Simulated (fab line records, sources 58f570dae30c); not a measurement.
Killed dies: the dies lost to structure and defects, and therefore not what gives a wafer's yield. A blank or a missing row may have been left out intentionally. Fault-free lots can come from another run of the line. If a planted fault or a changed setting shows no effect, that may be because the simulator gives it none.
A lot that was struck, set against a sound lot | flow berkeley_cmos170 | 17 out of 331 route steps
Sound: the wafers L846.3, L846.4, L846.5. Struck: wafer L857.3. (L857.2, L857.5 of the same lot were not struck and are left out.) The cause comes at the end.
Each step with rows lists, per side, the tool, then ch with its chambers, then its first start. Under that, the readings that differ: sound wafers | struck wafers | difference of the means | sigmas: that difference in standard deviations of wafers without a fault.
alike: same words and numbers on both sides, and readings whose means sit less than 2 such deviations apart. not compared: any withheld reading, any reading some wafer has no value for, any bound like >300 that may hide the same value, and any number with overlapping values for which the record gives no deviation.
Wherever a step has rows on one side only, a row that says differs or no value, or a row with sigmas, the two part there. Numbers that don't overlap but have no deviation are shown without sigmas and don't part them. Lack of a reading on every wafer of one side parts them only where that side has two or more wafers.

first, 1 step without rows for these wafers: UCB170_NWELL_OXIDATION_01 (target thk 26.4 nm, ox time 1260 s).
UCB170_NWELL_THK_MEAS_02:
  struck on film_metro-03, day 5 06:27; sound on film_metro-03, day 2 16:07
  alike: NWELL_OXIDE_THK
then, 2 steps without rows for these wafers: UCB170_NWELL_ANNEAL_03 (time 900 s); UCB170_NWELL_CVD_04 (deposits Si3N4 from SiH2Cl2/NH3, target thk 224 nm, time 3360 s).
UCB170_NWELL_THK_MEAS_05:
  struck on film_metro-03, day 5 15:03; sound on film_metro-03, day 3 01:17
  alike: NWELL_NITRIDE_THK
then, 6 steps without rows for these wafers: UCB170_NWELL_HMDS_06 (prime time 60 s); UCB170_NWELL_COAT_07 (resist thk 900 nm); UCB170_NWELL_SOFTBAKE_08 (time 60 s); UCB170_NWELL_EXPOSE_09 (exposes mask NWELL, target cd 3000 nm); UCB170_NWELL_PEB_10; UCB170_NWELL_DEVELOP_11 (develop time 45 s).
UCB170_NWELL_OVL_MEAS_12:
  struck on overlay-01, day 5 16:23; sound on overlay-02, day 3 02:41
  alike: NWELL_OVL
UCB170_NWELL_ETCH_13: etches Si3N4 in CH3F/Ar/O2, stops on SiO2, target depth 246.4 nm, time 160.5 s.
  sound on rie_diel-02 ch 1,2,3, day 3 02:42; struck on rie_diel-02 ch 2, day 5 16:25
  reading                                | sound             | struck | difference | sigmas
  oes_product_au (a.u.)                  | 0.910 0.914 0.958 | 0.750  | -0.177     | -10
  model.etch.depth_nm (nm)               | 223.6 223.7 222.8 | 161.8  | -61.6      |
  model.KrF_of_NWELL_COAT_07.thk_nm (nm) | 712.3 713.8 710.2 | 780.4  | +68.3      |
  alike: drypump_motor_current_A, throttle_valve_pct
  not compared: rf_hours_counter_h
next, for these wafers, 1 step has no rows: UCB170_NWELL_IMPLANT_14.
UCB170_NWELL_STRIP_15: strips in O2.
  sound on plasma_asher-01 ch 0,1, day 3 02:59; struck on plasma_asher-03 ch 1, day 5 16:41
  reading                      | sound             | struck | difference | sigmas
  strip_time_to_endpoint_s (s) | 17.79 17.81 17.75 | 19.42  | +1.64      | +26
  alike: drypump_motor_current_A, oes_product_au
  not compared: rf_hours_counter_h
UCB170_NWELL_TW_MEAS_16:
  struck on film_metro-04, day 5 16:47; sound on film_metro-02, day 3 03:05
  alike: NWELL_TW
-- the record jumps here: 7 days lie between the struck wafers' starts before and after (it left off in module NWELL and takes up again in module M3, whose first step shown is number 331 of the route) --
UCB170_M3_PROBE_99:
  struck on prober-01, day 12 19:29; sound on prober-02, day 9 19:54
  reading                                | sound                | struck | difference | sigmas
  model.etest.nwell_pinched.rs_ohm_sq    | 1279 1284 1283       | 1429   | +147       |
  model.etest.nwell.rs_ohm_sq            | 855.3 858.5 864.2    | 938.6  | +79.3      |
  model.etest.nwell.width_nm (nm)        | 2366 2362 2365       | 2336   | -28        |
  model.etest.nwell.line_ohm_um          | 364.9 369.2 362.1    | 409.4  | +44.0      |
  model.etest.iso_pplus_pwell.bv_v (V)   | 20.88 22.11 21.27    | 17.52  | -3.90      |
  model.etest.field_p_metal.vt_v (V)     | -58.04 -59.75 -58.98 | -57.02 | +1.90      |
  model.etest.vpnp.gain                  | 11.51 11.42 11.46    | 13.22  | +1.76      |
  model.etest.diode_pplus_nwell.bv_v (V) | 10.76 10.73 10.74    | 11.19  | +0.45      |

== WHERE THEY PART ==
First at UCB170_NWELL_ETCH_13; last, within this record, at UCB170_NWELL_STRIP_15. Later steps at which nothing parts them and some readings are alike: UCB170_NWELL_TW_MEAS_16.

WHY: whatever the simulator had introduced
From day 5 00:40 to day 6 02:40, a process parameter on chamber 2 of rie_diel-02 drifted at UCB170_NWELL_ETCH_13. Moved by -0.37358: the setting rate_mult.
